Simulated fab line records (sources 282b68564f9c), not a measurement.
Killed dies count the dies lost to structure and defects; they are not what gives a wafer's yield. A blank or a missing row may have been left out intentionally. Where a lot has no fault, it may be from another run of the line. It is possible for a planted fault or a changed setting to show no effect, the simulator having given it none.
Which tool did it? / flow rit cmos / route of 202 steps, sampled at 1 step: 15 lots, 45 wafers

WHAT EACH GAUGE READ, for each wafer
The record lacks any reading of a measuring or inspecting step that a usual standard deviation could be used to judge.

WHAT TOOL EACH LOT RAN ON (gives the tool, then ch and the chambers of the sampled wafers, and finally the start)
lot=L879; RIT_NLDD_EXPOSE_03=iline stepper-02 ch 0, day 2 22:29
lot=L880; RIT_NLDD_EXPOSE_03=iline stepper-01 ch 0, day 3 02:24
lot=L881; RIT_NLDD_EXPOSE_03=iline stepper-02 ch 0, day 3 08:32
lot=L882; RIT_NLDD_EXPOSE_03=iline stepper-01 ch 0, day 3 14:05
lot=L884; RIT_NLDD_EXPOSE_03=iline stepper-01, day 3 23:21
lot=L885; RIT_NLDD_EXPOSE_03=iline stepper-02, day 4 03:16
lot=L886; RIT_NLDD_EXPOSE_03=iline stepper-02, day 4 10:16
lot=L888; RIT_NLDD_EXPOSE_03=iline stepper-01 ch 0, day 4 23:02
lot=L893; RIT_NLDD_EXPOSE_03=iline stepper-01 ch 0, day 5 20:37
lot=L895; RIT_NLDD_EXPOSE_03=iline stepper-01 ch 0, day 6 08:15
lot=L896; RIT_NLDD_EXPOSE_03=iline stepper-01 ch 0, day 6 11:15
lot=L897; RIT_NLDD_EXPOSE_03=iline stepper-02 ch 0, day 6 16:02
lot=L898; RIT_NLDD_EXPOSE_03=iline stepper-02 ch 0, day 6 20:17
lot=L900; RIT_NLDD_EXPOSE_03=iline stepper-02 ch 0, day 7 07:58
lot=L901; RIT_NLDD_EXPOSE_03=iline stepper-02 ch 0, day 7 12:25
- RIT_NLDD_EXPOSE_03: exposes mask M7, target cd 40700 nm.

AS READ BY THE TOOLS THEMSELVES (means over the sampled wafers that have a number; for cases with no such wafer, the mark the record gives instead)
RIT_NLDD_EXPOSE_03.
lot=L879; tool=iline stepper-02; exposure dose mJ cm2=249.79; focus offset nm (nm)=0.8; stage vel mm s (mm/s)=499.71
lot=L880; tool=iline stepper-01; exposure dose mJ cm2=250.18; focus offset nm (nm)=-0.1; stage vel mm s (mm/s)=500.10
lot=L881; tool=iline stepper-02; exposure dose mJ cm2=250.11; focus offset nm (nm)=0.2; stage vel mm s (mm/s)=499.84
lot=L882; tool=iline stepper-01; exposure dose mJ cm2=249.73; focus offset nm (nm)=-0.0; stage vel mm s (mm/s)=499.93
lot=L884; tool=iline stepper-01; exposure dose mJ cm2=-; focus offset nm (nm)=-; stage vel mm s (mm/s)=-
lot=L885; tool=iline stepper-02; exposure dose mJ cm2=-; focus offset nm (nm)=-; stage vel mm s (mm/s)=-
lot=L886; tool=iline stepper-02; exposure dose mJ cm2=-; focus offset nm (nm)=-; stage vel mm s (mm/s)=-
lot=L888; tool=iline stepper-01; exposure dose mJ cm2=249.80; focus offset nm (nm)=-0.1; stage vel mm s (mm/s)=500.11
lot=L893; tool=iline stepper-01; exposure dose mJ cm2=249.49; focus offset nm (nm)=0.2; stage vel mm s (mm/s)=499.95
lot=L895; tool=iline stepper-01; exposure dose mJ cm2=249.88; focus offset nm (nm)=-0.4; stage vel mm s (mm/s)=499.89
lot=L896; tool=iline stepper-01; exposure dose mJ cm2=250.11; focus offset nm (nm)=-0.1; stage vel mm s (mm/s)=500.18
lot=L897; tool=iline stepper-02; exposure dose mJ cm2=249.82; focus offset nm (nm)=0.0; stage vel mm s (mm/s)=500.13
lot=L898; tool=iline stepper-02; exposure dose mJ cm2=250.01; focus offset nm (nm)=-0.1; stage vel mm s (mm/s)=500.01
lot=L900; tool=iline stepper-02; exposure dose mJ cm2=249.89; focus offset nm (nm)=-0.3; stage vel mm s (mm/s)=499.70
lot=L901; tool=iline stepper-02; exposure dose mJ cm2=250.19; focus offset nm (nm)=0.3; stage vel mm s (mm/s)=499.73

THE ANSWER, worked out from the rows above alone
Rule: usual is defined by the lots themselves. Put in order of their means at a reading, lots are off if they are a third of the lots or fewer, leave a main group of 4 or more, and stand apart from it by a gap of 3 or more times the standard deviation of the main group's means; of several such gaps the widest counts. A main group whose means are all the same, to the digits that the tables above print for the reading, isn't used. A lot without any number at a reading at which 4 lots or more have one is off too. The other lots that the step has rows for count as sound. The gauges are gone through in route order, then the tools' own readings, and for those a lot's mean is taken as printed above. At the first step where some lot is off, the reading lying furthest off is the one used; lots without a number count as furthest.
Off, at RIT_NLDD_EXPOSE_03 on exposure dose mJ cm2: L884, L885, L886. Without a number there: L884, L885, L886. Mean 249.92 and standard deviation 0.2 in the main group.
If a tool, at that step or one of the process steps before it, ran each lot that is off and ran no sound lot following the first of them, it fits. No candidate that was tried fits.

WHAT THE SIMULATOR PUT IN
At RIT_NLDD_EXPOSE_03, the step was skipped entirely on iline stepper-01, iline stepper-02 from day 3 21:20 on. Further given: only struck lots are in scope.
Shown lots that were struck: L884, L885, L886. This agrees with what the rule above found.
